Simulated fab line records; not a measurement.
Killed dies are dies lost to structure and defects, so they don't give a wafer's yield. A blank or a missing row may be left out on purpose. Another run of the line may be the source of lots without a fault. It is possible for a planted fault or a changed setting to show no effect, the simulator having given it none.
fab line records	flow rit_cmos
record lots=6	wafers=18	last_day=7
route steps=202 shown NSD@139 PSD@142 SDANNEAL@153 PLDD@159 NLDD@160 SILICIDE@161 CONTACT@168 M1@202
lots that met no fault: from a run of the same line without faults
start_h: hours from the record's opening day to when the first of the lot's shown wafers began	wait_h: hours from the lot's prior step to this one	" same as the row above	L1.1+2: a single row standing in for several wafers	- no value, or no start given	* or withheld: withheld	< > ~ a bound
route shown NAME@n: a module of which the file shows steps, and the number in the route of the first	usual: the fault-free wafers' mean and standard deviation	same: alike in all rows	chamber/n: place in a boat	sites: per-site readings	_std_site: their standard deviation	_edge_site: inner sites' mean taken away from outer sites' mean	radius_mm: for every site, how far away it sits from the centre of the wafer	mask NAME#n: copy n	behind: the last tool/chamber to shape the wafer	hold: what put the lot on hold/how long, in hours/how the hold closed	device: whichever transistor did not switch (one of n, p or np)	end of line: at the end of the route, the tests of the same wafers	a step without rows: its recipe alone	killed: not the wafer's yield, but the dies lost to structure and defects at the first sort	map: a wafer's dies, marking killed ones x, the rest . and places with no die _
set.NAME: the setting that was run; set.NAME@STEP: the one run at that earlier step	model.NAME: the simulator's own value behind a step, which no gauge read
a table for each step, a row for each wafer; lots at some steps of the route
services: from which hour (start_h, from the record's first day; less than 0 if before it) a tool's chamber was out of use, for how many hours, and why
## steps
# step RIT_NSD_IMPLANT_08
# recipe species=P	energy_kev=25	dose_cm2=1e+15	tilt_deg=7
# step RIT_NSD_STRIP_09
# recipe chemistry=O2	time_s=180	resist=NOVOLAK	platen_temp_c=withheld	power_w=500	pressure_mtorr=4000	o2_flow_sccm=4000
# usual drypump_motor_current_A=5.9/0.57
lot.wafer	tool	chamber	start_h	wait_h	drypump_motor_current_A	rf_hours_counter_h
L626.1	plasma_asher-04	1	53.78	0.1	5.1	41
L626.3	"	0	"	"	5.4	-
L626.4	"	1	"	"	5.1	-
L632.1	plasma_asher-03	1	84.18	0.1	5.3	44
L632.5	"	1	"	"	5.3	-
L632.6	"	0	"	"	6.4	-
L638.1	plasma_asher-02	0	114.00	0.1	6.6	47
L638.3	"	0	"	"	6.6	-
L638.6	"	0	"	"	6.6	-
L639.2	plasma_asher-02	1	122.83	0.1	5.7	48
L639.5	"	1	"	"	5.7	-
L639.6	"	0	"	"	6.6	-
L641.2	plasma_asher-03	0	135.20	0.1	6.4	50
L641.4	"	1	"	"	5.2	-
L641.5	"	1	"	"	5.3	-
L647.3	plasma_asher-03	1	161.78	0.1	5.3	-
L647.4	"	0	"	"	6.4	-
L647.6	"	0	"	"	6.4	-
# step RIT_NSD_TW_MEAS_10
# usual NSD_TW=3110/14
lot.wafer	tool	chamber	start_h	wait_h	NSD_TW
L626.1	film_metro-02	-	53.96	0.1	3089
L626.3	"	-	"	"	3097
L626.4	"	-	"	"	3084
L632.1	film_metro-04	-	84.35	0.1	3095
L632.5	"	-	"	"	3108
L632.6	"	-	"	"	3113
L638.1	film_metro-04	-	114.17	0.1	3113
L638.3	"	-	"	"	3096
L638.6	"	-	"	"	3083
L639.2	film_metro-03	-	123.02	0.1	3092
L639.5	"	-	"	"	3104
L639.6	"	-	"	"	3115
L641.2	film_metro-03	-	135.39	0.1	3108
L641.4	"	-	"	"	3134
L641.5	"	-	"	"	3124
L647.3	film_metro-02	-	161.91	0.1	3115
L647.4	"	-	"	"	3120
L647.6	"	-	"	"	3123
# step RIT_PSD_HMDS_00
# recipe prime_time_s=60	prime_temp_c=140
# step RIT_PSD_COAT_01
# recipe resist=NOVOLAK	spin_rpm=3250	resist_thk_nm=1000
# step RIT_PSD_SOFTBAKE_02
# recipe resist=NOVOLAK	temp_c=90	time_s=60
# step RIT_PSD_EXPOSE_03
# recipe mask_id=M10	na=0.57	target_cd_nm=40900	dose_mj=250
# step RIT_PSD_PEB_04
# recipe resist=NOVOLAK	temp_c=withheld	time_s=withheld
# step RIT_PSD_DEVELOP_05
# recipe resist=NOVOLAK	develop_time_s=50	dev_temp_c=23
# step RIT_PSD_OVL_MEAS_06
# usual PSD_OVL=-0.6/1.3
lot.wafer	tool	chamber	start_h	wait_h	PSD_OVL[nm]
L626.1	overlay-01	-	54.87	-	1.0
L626.3	"	-	"	"	0.5
L626.4	"	-	"	"	0.4
L632.1	overlay-02	-	85.42	-	-0.6
L632.5	"	-	"	"	-1.3
L632.6	"	-	"	"	0.2
L638.1	overlay-01	-	115.21	-	-2.7
L638.3	"	-	"	"	-1.5
L638.6	"	-	"	"	-0.7
L639.2	overlay-01	-	123.92	-	-1.2
L639.5	"	-	"	"	-0.3
L639.6	"	-	"	"	-0.6
L641.2	overlay-01	-	136.29	-	-0.9
L641.4	"	-	"	"	-2.5
L641.5	"	-	"	"	-2.0
L647.3	overlay-01	-	163.13	-	0.6
L647.4	"	-	"	"	-0.3
L647.6	"	-	"	"	-0.1
# step RIT_PSD_HARDBAKE_07
# recipe resist=NOVOLAK	temp_c=140	time_s=60
# step RIT_PSD_IMPLANT_08
# recipe species=BF2	energy_kev=27	dose_cm2=5e+15	tilt_deg=7
# step RIT_PSD_STRIP_09
# recipe chemistry=O2	time_s=180	resist=NOVOLAK	platen_temp_c=withheld	power_w=500	pressure_mtorr=4000	o2_flow_sccm=4000
# usual drypump_motor_current_A=6.0/0.48
lot.wafer	tool	chamber	start_h	wait_h	drypump_motor_current_A	rf_hours_counter_h
L626.1	plasma_asher-01	1	55.20	0.1	6.3	26
L626.3	"	1	"	"	6.3	-
L626.4	"	0	"	"	5.8	-
L632.1	plasma_asher-03	0	85.76	0.1	6.4	44
L632.5	"	0	"	"	6.4	-
L632.6	"	1	"	"	5.3	-
L638.1	plasma_asher-01	1	115.66	0.1	6.3	33
L638.3	"	1	"	"	6.3	-
L638.6	"	0	"	"	5.8	-
L639.2	plasma_asher-01	0	124.32	0.1	5.8	34
L639.5	"	0	"	"	5.8	-
L639.6	"	1	"	"	6.3	-
L641.2	plasma_asher-03	1	136.62	0.1	5.3	50
L641.4	"	1	"	"	5.3	-
L641.5	"	1	"	"	5.3	-
L647.3	plasma_asher-02	1	163.52	0.1	5.7	-
L647.4	"	0	"	"	6.6	-
L647.6	"	0	"	"	6.6	-
# step RIT_PSD_TW_MEAS_10
# usual PSD_TW=3412/14
lot.wafer	tool	chamber	start_h	wait_h	PSD_TW
L626.1	film_metro-04	-	55.38	0.1	3420
L626.3	"	-	"	"	3403
L626.4	"	-	"	"	3417
L632.1	film_metro-04	-	85.93	0.1	3414
L632.5	"	-	"	"	3412
L632.6	"	-	"	"	3417
L638.1	film_metro-03	-	115.83	0.1	3423
L638.3	"	-	"	"	3405
L638.6	"	-	"	"	3427
L639.2	film_metro-02	-	124.50	0.1	3400
L639.5	"	-	"	"	3425
L639.6	"	-	"	"	3417
L641.2	film_metro-04	-	136.81	0.1	3417
L641.4	"	-	"	"	3401
L641.5	"	-	"	"	3419
L647.3	film_metro-04	-	163.65	0.1	3387
L647.4	"	-	"	"	3384
L647.6	"	-	"	"	3387
# step RIT_SDANNEAL_CLEAN_00
# recipe chemistry=SC1	mix=3:3:50	time_s=600	temp_c=75
# step RIT_SDANNEAL_CLEAN_01
# recipe chemistry=dHF	dilution=50:1	time_s=30
# step RIT_SDANNEAL_CLEAN_02
# recipe chemistry=SC2	mix=3:3:50	time_s=600	temp_c=75	dry=n2_spin
# step RIT_SDANNEAL_RTA_03
# recipe temp_c=1050	time_s=5	idle_temp_c=600	ramp_up_c_per_s=342	ramp_down_c_per_s=171	cool_to_c=600	ambient=N2
# step RIT_SDANNEAL_RS_MEAS_04
# recipe thk_meas_gauge=four-point-probe
# usual PSD_RS=115.8/0.34
lot.wafer	tool	chamber	start_h	wait_h	PSD_RS[ohm/sq]
L626.1	film_metro-02	-	55.86	0.0	115.8
L626.3	"	-	"	"	116.2
L626.4	"	-	"	"	116.0
L632.1	film_metro-03	-	86.51	0.1	115.8
L632.5	"	-	"	"	115.4
L632.6	"	-	"	"	115.6
L638.1	film_metro-03	-	116.32	0.0	115.5
L638.3	"	-	"	"	115.3
L638.6	"	-	"	"	115.1
L639.2	film_metro-02	-	125.03	0.1	115.7
L639.5	"	-	"	"	116.2
L639.6	"	-	"	"	115.9
L641.2	film_metro-03	-	137.30	0.1	115.3
L641.4	"	-	"	"	115.4
L641.5	"	-	"	"	115.6
L647.3	film_metro-02	-	164.16	0.1	116.0
L647.4	"	-	"	"	116.1
L647.6	"	-	"	"	115.7
# step RIT_SDANNEAL_RS_MEAS_05
# recipe thk_meas_gauge=four-point-probe
# usual NSD_RS=84.45/0.25
lot.wafer	tool	chamber	start_h	wait_h	NSD_RS[ohm/sq]
L626.1	film_metro-02	-	55.98	0.1	84.73
L626.3	"	-	"	"	85.18
L626.4	"	-	"	"	84.73
L632.1	film_metro-03	-	86.63	0.1	84.61
L632.5	"	-	"	"	84.18
L632.6	"	-	"	"	84.32
L638.1	film_metro-03	-	116.44	0.1	84.47
L638.3	"	-	"	"	84.52
L638.6	"	-	"	"	84.54
L639.2	film_metro-02	-	125.15	0.1	84.34
L639.5	"	-	"	"	84.16
L639.6	"	-	"	"	84.05
L641.2	film_metro-03	-	137.42	0.1	84.24
L641.4	"	-	"	"	84.06
L641.5	"	-	"	"	84.30
L647.3	film_metro-02	-	164.28	0.1	84.40
L647.4	"	-	"	"	84.60
L647.6	"	-	"	"	84.52
# step RIT_SDANNEAL_RS_MEAS_06
# recipe thk_meas_gauge=four-point-probe
# usual PLDD_RS=178.5/0.5
lot.wafer	tool	chamber	start_h	wait_h	PLDD_RS[ohm/sq]
L626.1	film_metro-02	-	56.10	0.1	178.1
L626.3	"	-	"	"	177.9
L626.4	"	-	"	"	178.6
L632.1	film_metro-03	-	86.75	0.1	178.1
L632.5	"	-	"	"	178.3
L632.6	"	-	"	"	177.6
L638.1	film_metro-03	-	116.56	0.1	178.3
L638.3	"	-	"	"	178.0
L638.6	"	-	"	"	178.2
L639.2	film_metro-02	-	125.27	0.1	178.3
L639.5	"	-	"	"	179.0
L639.6	"	-	"	"	178.3
L641.2	film_metro-03	-	137.54	0.1	178.9
L641.4	"	-	"	"	178.0
L641.5	"	-	"	"	178.5
L647.3	film_metro-02	-	164.40	0.1	179.3
L647.4	"	-	"	"	179.2
L647.6	"	-	"	"	178.7
# step RIT_SDANNEAL_RS_MEAS_07
# recipe thk_meas_gauge=four-point-probe
# usual NLDD_RS=151.6/0.58
lot.wafer	tool	chamber	start_h	wait_h	NLDD_RS[ohm/sq]
L626.1	film_metro-02	-	56.22	0.1	151.2
L626.3	"	-	"	"	151.0
L626.4	"	-	"	"	150.7
L632.1	film_metro-03	-	86.87	0.1	150.9
L632.5	"	-	"	"	151.7
L632.6	"	-	"	"	151.3
L638.1	film_metro-03	-	116.68	0.1	151.2
L638.3	"	-	"	"	151.8
L638.6	"	-	"	"	151.2
L639.2	film_metro-02	-	125.39	0.1	151.8
L639.5	"	-	"	"	151.2
L639.6	"	-	"	"	151.5
L641.2	film_metro-03	-	137.66	0.1	150.3
L641.4	"	-	"	"	151.0
L641.5	"	-	"	"	150.8
L647.3	film_metro-02	-	164.52	0.1	152.3
L647.4	"	-	"	"	152.6
L647.6	"	-	"	"	151.9
# step RIT_SILICIDE_WET_ETCH_00
# recipe chemistry=BOE	target=SiO2	target_depth_nm=14	time_s=15	dry=n2_spin	dilution=10:1	temp_c=21.5
# step RIT_SILICIDE_SPUTTER_01
# recipe material=Ti	target_thk_nm=30	power_w=350	chamber_pressure_pa=0.667	gas=Ar	time_s=240	substrate_temp_c=25
# usual throttle_valve_pct=29.6/1.2
lot.wafer	tool	chamber	start_h	wait_h	throttle_valve_pct
L626.1	pvd_sputter-01	-	56.36	0.0	30.4
L626.3	"	-	"	"	29.4
L626.4	"	-	"	"	30.7
L632.1	pvd_sputter-04	-	87.00	0.0	28.4
L632.5	"	-	"	"	29.1
L632.6	"	-	"	"	28.5
L638.1	pvd_sputter-01	-	116.81	0.0	28.1
L638.3	"	-	"	"	29.3
L638.6	"	-	"	"	30.3
L639.2	pvd_sputter-04	-	125.52	0.0	29.3
L639.5	"	-	"	"	30.9
L639.6	"	-	"	"	27.7
L641.2	pvd_sputter-04	-	137.78	0.0	30.8
L641.4	"	-	"	"	28.5
L641.5	"	-	"	"	28.4
L647.3	pvd_sputter-04	-	164.61	0.0	28.0
L647.4	"	-	"	"	28.8
L647.6	"	-	"	"	31.0
# step RIT_SILICIDE_RS_MEAS_02
# recipe thk_meas_gauge=four-point-probe	reads=Ti_of_SILICIDE_SPUTTER_01
# usual SILICIDE_TI_RS=47.9/0.69
lot.wafer	tool	chamber	start_h	wait_h	SILICIDE_TI_RS[ohm/sq]
L626.1	film_metro-04	-	56.51	0.1	48.1
L626.3	"	-	"	"	47.7
L626.4	"	-	"	"	48.6
L632.1	film_metro-02	-	87.15	0.1	46.8
L632.5	"	-	"	"	47.6
L632.6	"	-	"	"	47.1
L638.1	film_metro-01	-	116.96	0.1	48.1
L638.3	"	-	"	"	48.0
L638.6	"	-	"	"	48.0
L639.2	film_metro-04	-	125.69	0.1	49.2
L639.5	"	-	"	"	48.2
L639.6	"	-	"	"	48.4
L641.2	film_metro-01	-	137.95	0.1	48.3
L641.4	"	-	"	"	48.0
L641.5	"	-	"	"	48.4
L647.3	film_metro-02	-	164.80	0.1	46.9
L647.4	"	-	"	"	47.8
L647.6	"	-	"	"	47.0
# step RIT_SILICIDE_THK_MEAS_03
# recipe thk_meas_gauge=xrf	reads=Ti_of_SILICIDE_SPUTTER_01
# usual SILICIDE_TI_THK=30.5/0.38
lot.wafer	tool	chamber	start_h	wait_h	SILICIDE_TI_THK[nm]
L626.1	film_metro-04	-	56.63	0.1	30.4
L626.3	"	-	"	"	30.6
L626.4	"	-	"	"	30.1
L632.1	film_metro-02	-	87.27	0.1	31.3
L632.5	"	-	"	"	30.8
L632.6	"	-	"	"	30.8
L638.1	film_metro-01	-	117.08	0.1	30.3
L638.3	"	-	"	"	30.4
L638.6	"	-	"	"	30.4
L639.2	film_metro-04	-	125.80	0.1	29.8
L639.5	"	-	"	"	30.4
L639.6	"	-	"	"	30.1
L641.2	film_metro-01	-	138.06	0.1	30.4
L641.4	"	-	"	"	30.5
L641.5	"	-	"	"	30.2
L647.3	film_metro-02	-	164.90	0.1	31.1
L647.4	"	-	"	"	30.6
L647.6	"	-	"	"	31.1
# step RIT_SILICIDE_RTA_04
# recipe temp_c=650	time_s=10	idle_temp_c=25	ramp_up_s=5	ramp_down_s=5	cool_to_c=25	ambient=N2
# step RIT_SILICIDE_WET_ETCH_05
# recipe chemistry=SPM	target=Ti	temp_c=90	time_s=120	dry=n2_spin
# step RIT_SILICIDE_RTA_06
# recipe temp_c=750	time_s=10	idle_temp_c=25	ramp_up_s=5	ramp_down_s=10	cool_to_c=25	ambient=N2
# usual wafer_temp_C_max=752.6/0.62
lot.wafer	tool	chamber	start_h	wait_h	wafer_temp_C_max
L626.1	rtp_anneal-02	0	56.84	0.0	752.8
L626.3	"	0	"	"	752.9
L626.4	"	0	"	"	752.5
L632.1	rtp_anneal-02	0	87.44	0.0	752.6
L632.5	"	0	"	"	752.4
L632.6	"	0	"	"	751.7
L638.1	rtp_anneal-02	0	117.25	0.0	752.6
L638.3	"	0	"	"	751.8
L638.6	"	0	"	"	752.5
L639.2	rtp_anneal-01	0	125.97	0.0	752.4
L639.5	"	0	"	"	752.6
L639.6	"	0	"	"	752.0
L641.2	rtp_anneal-01	0	138.23	0.0	752.9
L641.4	"	0	"	"	752.5
L641.5	"	0	"	"	752.3
L647.3	rtp_anneal-01	0	165.07	0.0	752.3
L647.4	"	0	"	"	753.3
L647.6	"	0	"	"	752.3
# step RIT_CONTACT_CVD_00
# recipe material=SiO2	target_thk_nm=400	precursor=TEOS	temp_c=390	time_s=61	rf_w=400
# usual heater_power_w=308/63
lot.wafer	tool	chamber	start_h	wait_h	heater_power_w
L626.1	pecvd-03	0	56.91	0.1	358
L626.3	"	2	"	"	361
L626.4	"	0	"	"	365
L632.1	pecvd-03	0	87.57	0.1	334
L632.5	"	0	"	"	343
L632.6	"	1	"	"	429
L638.1	pecvd-03	2	117.31	0.1	429
L638.3	"	0	"	"	327
L638.6	"	1	"	"	354
L639.2	pecvd-01	0	126.03	0.0	316
L639.5	"	1	"	"	246
L639.6	"	0	"	"	316
L641.2	pecvd-03	0	138.28	0.0	374
L641.4	"	0	"	"	381
L641.5	"	2	"	"	420
L647.3	pecvd-03	1	165.12	0.0	431
L647.4	"	1	"	"	329
L647.6	"	0	"	"	402
# step RIT_CONTACT_THK_MEAS_01
# recipe reads=SiO2_of_CONTACT_CVD_00
# usual CONTACT_TEOS_THK=401/4.5
lot.wafer	tool	chamber	start_h	wait_h	CONTACT_TEOS_THK[nm]
L626.1	film_metro-03	-	56.96	0.0	395
L626.3	"	-	"	"	399
L626.4	"	-	"	"	399
L632.1	film_metro-01	-	87.62	0.0	402
L632.5	"	-	"	"	409
L632.6	"	-	"	"	406
L638.1	film_metro-02	-	117.36	0.0	402
L638.3	"	-	"	"	399
L638.6	"	-	"	"	401
L639.2	film_metro-01	-	126.09	0.0	402
L639.5	"	-	"	"	405
L639.6	"	-	"	"	406
L641.2	film_metro-02	-	138.35	0.0	399
L641.4	"	-	"	"	407
L641.5	"	-	"	"	404
L647.3	film_metro-02	-	165.19	0.0	399
L647.4	"	-	"	"	402
L647.6	"	-	"	"	405
# step RIT_CONTACT_HMDS_02
# recipe prime_time_s=60	prime_temp_c=140
# step RIT_CONTACT_COAT_03
# recipe resist=NOVOLAK	spin_rpm=3250	resist_thk_nm=1000
# step RIT_CONTACT_SOFTBAKE_04
# recipe resist=NOVOLAK	temp_c=90	time_s=60
# step RIT_CONTACT_EXPOSE_05
# recipe mask_id=M11	na=0.6	source_shape=conventional	sigma_outer=0.5	target_cd_nm=1000	dose_mj=250
# step RIT_CONTACT_PEB_06
# recipe resist=NOVOLAK	temp_c=withheld	time_s=withheld
# step RIT_CONTACT_DEVELOP_07
# recipe resist=NOVOLAK	develop_time_s=120	dev_temp_c=23
# step RIT_CONTACT_CD_MEAS_08
# recipe target_cd_nm=1000
# usual cd_nm=999.5/1.6
lot.wafer	tool	chamber	start_h	wait_h	cd_nm
L626.1	cd_sem-02	-	58.02	-	1000.7
L626.3	"	-	"	"	998.7
L626.4	"	-	"	"	1000.4
L632.1	cd_sem-02	-	88.65	-	999.8
L632.5	"	-	"	"	1001.0
L632.6	"	-	"	"	998.3
L638.1	cd_sem-02	-	118.39	-	1001.8
L638.3	"	-	"	"	1002.6
L638.6	"	-	"	"	1003.5
L639.2	cd_sem-01	-	127.25	-	996.8
L639.5	"	-	"	"	998.0
L639.6	"	-	"	"	998.9
L641.2	cd_sem-02	-	139.63	-	1000.9
L641.4	"	-	"	"	1003.0
L641.5	"	-	"	"	1001.7
L647.3	cd_sem-01	-	166.24	-	999.8
L647.4	"	-	"	"	1000.2
L647.6	"	-	"	"	999.7
# step RIT_CONTACT_OVL_MEAS_09
# usual CONTACT_OVL=-0.8/1.7
lot.wafer	tool	chamber	start_h	wait_h	CONTACT_OVL[nm]
L626.1	overlay-02	-	58.14	0.1	-2.7
L626.3	"	-	"	"	-2.9
L626.4	"	-	"	"	-3.0
L632.1	overlay-02	-	88.77	0.1	-0.5
L632.5	"	-	"	"	-2.5
L632.6	"	-	"	"	-1.6
L638.1	overlay-02	-	118.51	0.1	-1.0
L638.3	"	-	"	"	-2.4
L638.6	"	-	"	"	-2.4
L639.2	overlay-01	-	127.35	0.1	-0.2
L639.5	"	-	"	"	0.7
L639.6	"	-	"	"	-0.5
L641.2	overlay-02	-	139.74	0.1	-3.2
L641.4	"	-	"	"	-1.7
L641.5	"	-	"	"	0.6
L647.3	overlay-02	-	166.33	0.1	1.6
L647.4	"	-	"	"	0.8
L647.6	"	-	"	"	1.8
# step RIT_CONTACT_HARDBAKE_10
# recipe resist=NOVOLAK	temp_c=140	time_s=60
# step RIT_CONTACT_ETCH_11
# recipe target_depth_a=4800	over_etch_frac=0.2	stop_on=TiSi2	chemistry=CHF3/CF4/Ar	target=SiO2	CHF3_flow_sccm=50	cf4_flow_sccm=10	Ar_flow_sccm=100	O2_flow_sccm=5	pressure_mtorr=100	rf_w=200	time_s=320
# usual drypump_motor_current_A=5.8/0.5	oes_product_au=0.989/0.012	throttle_valve_pct=8.87/0.19
lot.wafer	tool	chamber	start_h	wait_h	drypump_motor_current_A	oes_product_au	rf_hours_counter_h	throttle_valve_pct
L626.1	rie_diel-04	2	58.33	0.1	5.4	0.972	164	8.65
L626.3	"	1	"	"	6.6	0.980	6	8.90
L626.4	"	0	"	"	5.9	0.975	116	9.06
L632.1	rie_diel-01	2	88.95	0.1	5.5	0.988	22	9.10
L632.5	"	1	"	"	6.3	0.981	-	8.95
L632.6	"	0	"	"	5.3	0.992	-	8.83
L638.1	rie_diel-04	1	118.72	0.1	6.7	0.984	7	8.89
L638.3	"	3	"	"	6.1	0.990	28	8.73
L638.6	"	1	"	"	6.7	0.981	-	8.88
L639.2	rie_diel-02	1	127.53	0.1	6.6	1.008	122	9.05
L639.5	"	0	"	"	6.3	0.976	-	8.66
L639.6	"	1	"	"	6.6	1.008	-	9.06
L641.2	rie_diel-04	1	139.92	0.1	6.7	0.990	7	8.87
L641.4	"	3	"	"	6.1	0.990	28	8.73
L641.5	"	1	"	"	6.6	0.981	-	8.88
L647.3	rie_diel-01	1	166.50	0.1	6.3	0.977	49	8.96
L647.4	"	1	"	"	6.3	0.978	-	8.95
L647.6	"	3	"	"	5.4	1.012	-	8.63
# step RIT_CONTACT_STRIP_12
# recipe chemistry=O2	time_s=180	resist=NOVOLAK	platen_temp_c=withheld	power_w=500	pressure_mtorr=4000	o2_flow_sccm=4000
# step RIT_M1_PROBE_99
# usual killed_at_contacts=0.1/0.24	killed_at_front_end=7.1/3	killed_dies=7.2/3	killed_on_rim=1.9/1.4	killed_open=3.7/2	killed_short=3.5/2
# same gross_dies=264	killed_at_M0_to_M3=0	killed_at_M4_up=0	killed_at_back_side=0	killed_at_other=0
lot.wafer	tool	chamber	start_h	wait_h	killed_at_contacts	killed_at_front_end	killed_dies	killed_on_rim	killed_open	killed_short
L626.1	prober-02	-	64.58	0.1	0	11	11	2	4	7
L626.3	prober-02	-	64.68	0.2	0	11	11	3	5	6
L626.4	prober-02	-	64.73	0.2	0	8	8	1	6	2
L632.1	prober-02	-	94.84	0.1	0	5	5	2	4	1
L632.5	prober-02	-	95.04	0.2	0	5	5	1	1	4
L632.6	prober-02	-	95.09	0.2	0	5	5	3	1	4
L638.1	prober-02	-	124.39	0.1	0	3	3	1	1	1
L638.3	prober-02	-	124.49	0.2	0	11	11	3	6	5
L638.6	prober-02	-	124.64	0.2	0	23	23	10	5	6
L639.2	prober-01	-	135.92	0.1	0	23	23	12	4	5
L639.5	prober-01	-	136.07	0.2	1	18	19	9	1	4
L639.6	prober-01	-	136.12	0.2	1	8	9	2	4	5
L641.2	prober-01	-	144.99	0.1	0	9	9	3	4	5
L641.4	prober-01	-	145.09	0.2	0	5	5	3	3	2
L641.5	prober-01	-	145.14	0.2	0	3	3	0	2	1
L647.3	prober-01	-	171.65	0.2	0	3	3	0	1	2
L647.4	prober-01	-	171.70	0.2	1	4	5	2	4	1
L647.6	prober-01	-	171.80	0.2	0	6	6	2	4	2
# killed by level:class
L626.1 GATE:geometric_particle:short=6 REOX:geometric_particle:open=2 FOX1:geometric_particle:open=1 FOX2:geometric_particle:short=1 GATE:geometric_particle:open=1
L626.3 GATE:geometric_particle:short=5 GATE:geometric_particle:open=4 FOX1:geometric_particle:open=1 SPACER:geometric_particle:short=1
L626.4 FOX1:geometric_particle:open=2 FOX1:geometric_particle:short=2 FOX2:geometric_particle:open=1 GATE:geometric_particle:open=1 REOX:geometric_particle:open=1 SPACER:geometric_particle:open=1
L632.1 FOX1:geometric_particle:open=1 FOX1:geometric_particle:short=1 REOX:geometric_particle:open=1 SPACER:geometric_particle:open=1 SILICIDE:geometric_particle:open=1
L632.5 FOX1:geometric_particle:open=1 FOX2:geometric_particle:short=1 GATE:geometric_particle:short=1 REOX:geometric_particle:short=1 SPACER:geometric_particle:short=1
L632.6 ACTIVE:geometric_particle:short=1 FOX2:geometric_particle:short=1 FOX2:geometric_particle:open=1 GATE:geometric_particle:short=1 SILICIDE:geometric_particle:short=1
L638.1 FOX1:geometric_particle:open=1 GATE:geometric_particle:short=1 GATE:coat_microbubble_printed=1
L638.3 REOX:geometric_particle:short=3 GATE:geometric_particle:short=2 GATE:geometric_particle:open=2 ACTIVE:geometric_particle:open=1 FOX1:geometric_particle:open=1 REOX:geometric_particle:open=1 SILICIDE:geometric_particle:open=1
L638.6 PSD:unspecified=12 GATE:geometric_particle:open=4 REOX:geometric_particle:short=4 FOX2:geometric_particle:short=1 GATE:geometric_particle:short=1 REOX:geometric_particle:open=1
L639.2 PSD:unspecified=14 SILICIDE:geometric_particle:short=3 GATE:geometric_particle:open=2 REOX:geometric_particle:open=2 FOX1:geometric_particle:short=1 GATE:geometric_particle:short=1
L639.5 PSD:unspecified=14 FOX1:geometric_particle:short=1 GATE:geometric_particle:short=1 REOX:geometric_particle:short=1 SILICIDE:geometric_particle:short=1 CONTACT:geometric_particle:open=1
L639.6 SILICIDE:geometric_particle:open=2 SILICIDE:geometric_particle:short=2 GATE:geometric_particle:open=1 GATE:geometric_particle:short=1 REOX:geometric_particle:short=1 REOX:geometric_particle:open=1 CONTACT:geometric_particle:short=1
L641.2 GATE:geometric_particle:short=3 GATE:geometric_particle:open=2 FOX2:geometric_particle:open=1 SPACER:geometric_particle:short=1 SILICIDE:geometric_particle:open=1 SILICIDE:geometric_particle:short=1
L641.4 GATE:geometric_particle:open=2 FOX2:geometric_particle:open=1 FOX2:geometric_particle:short=1 GATE:geometric_particle:short=1
L641.5 GATE:geometric_particle:short=1 GATE:geometric_particle:open=1 SILICIDE:geometric_particle:open=1
L647.3 FOX2:geometric_particle:open=1 GATE:geometric_particle:short=1 SPACER:geometric_particle:short=1
L647.4 GATE:geometric_particle:open=2 FOX1:geometric_particle:open=1 SILICIDE:geometric_particle:open=1 CONTACT:geometric_particle:short=1
L647.6 GATE:geometric_particle:open=2 FOX1:geometric_particle:open=1 GATE:geometric_particle:short=1 REOX:geometric_particle:short=1 SPACER:geometric_particle:open=1
# map L638.6 (x killed, . not)
________......._______
_____.....x.......____
____...x..x.......x___
___..............x..__
__..................._
__...........x......._
_...............x.....
_..................x..
_.....................
_.....................
__..................._
__..................._
___......x..........__
____...x...x....x.x___
_____xxxxxx.......____
________xxxx..._______
# map L639.2 (x killed, . not)
________......._______
_____........x....____
____...............___
___x................__
__.....x............._
__.x.....x..........._
_.......x.............
_....................x
_.x...................
_x....................
__..................._
__..................._
___.................__
____.....xx........___
_____xxxxxxx......____
________xxxxx.._______
## services
tool	chamber	start_h	hours	kind
plasma_asher-02	-	34.92	0.8	repair
rie_diel-02	-	44.06	15.6	pm
rie_diel-01	-	64.93	14.6	pm
plasma_asher-03	-	66.92	2.8	pm
rie_diel-02	1	71.90	7.7	repair
rie_diel-02	0	75.18	1.3	repair
pvd_sputter-04	-	81.06	2.9	repair
rie_diel-04	2	82.42	-	clean
rie_diel-04	2	82.42	12.5	scheduled_down
rie_diel-04	2	82.42	12.5	vent_cycle
rie_diel-02	0	87.15	-	clean
rie_diel-02	0	87.15	15.4	scheduled_down
rie_diel-02	0	87.15	15.4	vent_cycle
rie_diel-02	3	87.56	9.3	repair
pecvd-01	0	92.19	3.4	repair
plasma_asher-04	-	108.75	9.0	pm
plasma_asher-04	0	108.75	9.0	vent_cycle
plasma_asher-04	1	108.75	9.0	vent_cycle
plasma_asher-04	-	135.51	1.5	repair
rie_diel-04	-	144.67	1.0	repair
rie_diel-02	-	149.96	2.8	pm
pvd_sputter-01	-	152.01	19.6	repair
pecvd-03	2	160.20	4.1	repair
rie_diel-01	2	165.78	1.7	repair
## key
first_sign step=RIT_M1_PROBE_99	reading=killed_dies	direction=up	sigmas=4.9	usual=7.2	struck=21.7
effect step=RIT_M1_PROBE_99	reading=killed_at_front_end	direction=up	sigmas=4.8	usual=7.1	struck=21.3
met_at RIT_PSD_STRIP_09
struck_wafers L638.6,L639.2,L639.5
tester_left_out L638,L639
onset_between 55.20 115.66
fault kind=chamber_particle_source	tool=plasma_asher-01	chamber=0	onset_h=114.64	steps=RIT_PSD_STRIP_09	rate_per_visit_cm2=1.5096	end_h=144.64
# tester_left_out: of these lots the tester's yield and bins aren't shown, on N5 and GAA mostly nor the transistor test; their killed dies are dies lost to structure and defects alone, not to doping, threshold or leakage, so they don't give the yield
